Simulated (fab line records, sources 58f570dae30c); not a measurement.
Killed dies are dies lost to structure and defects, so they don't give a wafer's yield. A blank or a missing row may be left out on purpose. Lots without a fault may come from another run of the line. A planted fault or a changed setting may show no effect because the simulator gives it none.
Which tool did it? | flow berkeley_cmos170 | 7 lots, 21 wafers sampled, at 3 steps of a route of 331

WHAT THE GAUGES READ, wafer by wafer
UCB170_NLDD_TW_MEAS_11.
lot  | measured     | on            | NLDD_TW
L494 | day 6 06:53  | film_metro-01 | 2210 2205 2205
L496 | day 6 19:34  | film_metro-03 | 2193 2201 2192
L498 | day 7 08:58  | film_metro-01 | 2217 2213 2198
L506 | day 9 02:57  | film_metro-03 | 2089 2075 2065
L508 | day 9 07:59  | film_metro-03 | 2179 2173 2163
L510 | day 9 17:17  | film_metro-04 | 2182 2199 2185
L514 | day 10 19:13 | film_metro-04 | 2198 2194 2182

WHICH TOOL RAN EACH LOT (tool, then ch and the chambers of the sampled wafers, then the start)
lot  | UCB170_NLDD_IMPLANT_08          | UCB170_NLDD_STRIP_10
L494 | implanter-03 ch 0, day 6 06:29  | plasma_asher-04 ch 0,1, day 6 06:45
L496 | implanter-03 ch 0, day 6 19:10  | plasma_asher-01 ch 0,1, day 6 19:28
L498 | implanter-01 ch 0, day 7 08:35  | plasma_asher-04 ch 0,1, day 7 08:52
L506 | implanter-03 ch 0, day 9 02:34  | plasma_asher-01 ch 0,1, day 9 02:50
L508 | implanter-04 ch 0, day 9 07:35  | plasma_asher-01 ch 0,1, day 9 07:53
L510 | implanter-01 ch 0, day 9 16:53  | plasma_asher-01 ch 0,1, day 9 17:11
L514 | implanter-01 ch 0, day 10 18:46 | plasma_asher-01 ch 0,1, day 10 19:04
- UCB170_NLDD_IMPLANT_08
- UCB170_NLDD_STRIP_10: strips in O2.

THE ANSWER, worked out from the rows above alone
Rule: what is usual is taken from the lots themselves. Put in order of their means at a reading, lots are off if they are a third of the lots or fewer, leave a main group of 4 or more, and stand apart from it by a gap of 3 or more times the standard deviation of the main group's means; of several such gaps the widest counts. A main group whose means are all the same, to the digits that the tables above print for the reading, isn't used. A lot without any number at a reading at which 4 lots or more have one is off too. The other lots that the step has rows for count as sound.
Off: L506, at UCB170_NLDD_TW_MEAS_11 (NLDD_TW). The main group: mean 2194, standard deviation 12.
A tool fits if, at a process step before that reading, it ran every lot that is off, and no sound lot after the first of them. The gauges at UCB170_NLDD_TW_MEAS_11 are tried like those tools. One fits: implanter-03 at UCB170_NLDD_IMPLANT_08. Its last sound lot is L496 (day 6 19:10), its first lot that is off L506 (day 9 02:34): a fault that began between those two fits.

WHAT THE SIMULATOR HAD PUT IN
Process parameter drift: implanter-03, from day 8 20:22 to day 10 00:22, at UCB170_NLDD_IMPLANT_08. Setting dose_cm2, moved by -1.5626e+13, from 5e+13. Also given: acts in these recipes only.
Lots struck among those shown: L506. The rule above found the same.
